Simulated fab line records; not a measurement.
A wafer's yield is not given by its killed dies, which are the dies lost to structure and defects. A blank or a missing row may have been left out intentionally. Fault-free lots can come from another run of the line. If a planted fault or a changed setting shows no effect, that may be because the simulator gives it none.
2 desks looking at one fault	flow ritCmos	each desk holds nothing but its own numbers, with what lay behind them at the end

TOOL OWNER'S DESK, lithoTrack-01
The tool's own readings at RIT_CONTACT_DEVELOP_07 (develop time 120 s): means of the sampled wafers that have a number, for each lot that ran on this tool. A lot is out of limits, marked OUT, if its mean lies more than 4 standard deviations from the usual mean; the brackets give that distance.
Columns: A = developerTempC at RIT_CONTACT_DEVELOP_07, usual 23.01 C
lot	first seen here	A
L793	day 3 08:00	22.98
L798	day 4 11:00	23.07
L800	day 4 20:00	22.86
L801	day 5 01:00	22.89
L808	day 6 11:00	23.80 (+7.9) OUT
L809	day 6 19:00	23.76 (+7.5) OUT
This desk's finding: out of limits on L808, L809; first on L808, day 6 11:00 (developerTempC at RIT_CONTACT_DEVELOP_07). In limits: L793, L798, L800, L801.

FROM THE METROLOGY DESK
Lot by lot, what the gauges showed, no matter which tool ran the lot: averages of those sampled wafers that carry a number. A lot is out of limits, marked OUT, if its mean lies more than 4 standard deviations from the usual mean; the brackets give that distance.
Columns: A = PSD_TW at RIT_PSD_TW_MEAS_10, usual 3422
lot	first seen here	A
L792	day 3 01:13	3392
L793	day 3 05:29	3455
L795	day 3 16:47	3398
L796	day 4 01:28	3410
L798	day 4 09:11	3392
L800	day 4 18:29	3395
L801	day 4 22:38	3384
L807	day 6 04:18	3419
L808	day 6 09:01	3421
L809	day 6 17:23	3426
L810	day 6 23:16	3436
L811	day 7 03:50	3482
L814	day 7 17:57	3475
L815	day 7 23:44	3486
This desk found nothing out of limits on any of the 14 lots.

TAKEN TOGETHER
The tool owner's desk had the chance to raise an alarm at day 6 11:00 on L808, L809.
Nothing out of limits was seen by the metrology desk.
The metrology desk has L808, L809 on record, within its limits.
RIT_CONTACT_DEVELOP_07 was run on lithoTrack-01 by each of the lots named.

WHAT THE SIMULATOR PUT IN
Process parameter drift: lithoTrack-01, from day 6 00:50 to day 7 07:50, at RIT_CONTACT_DEVELOP_07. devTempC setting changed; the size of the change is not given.
Shown lots that were struck: L808, L809.
How many hours passed from the start of the fault until each desk's first out-of-limits reading: the tool owner's desk, 10.
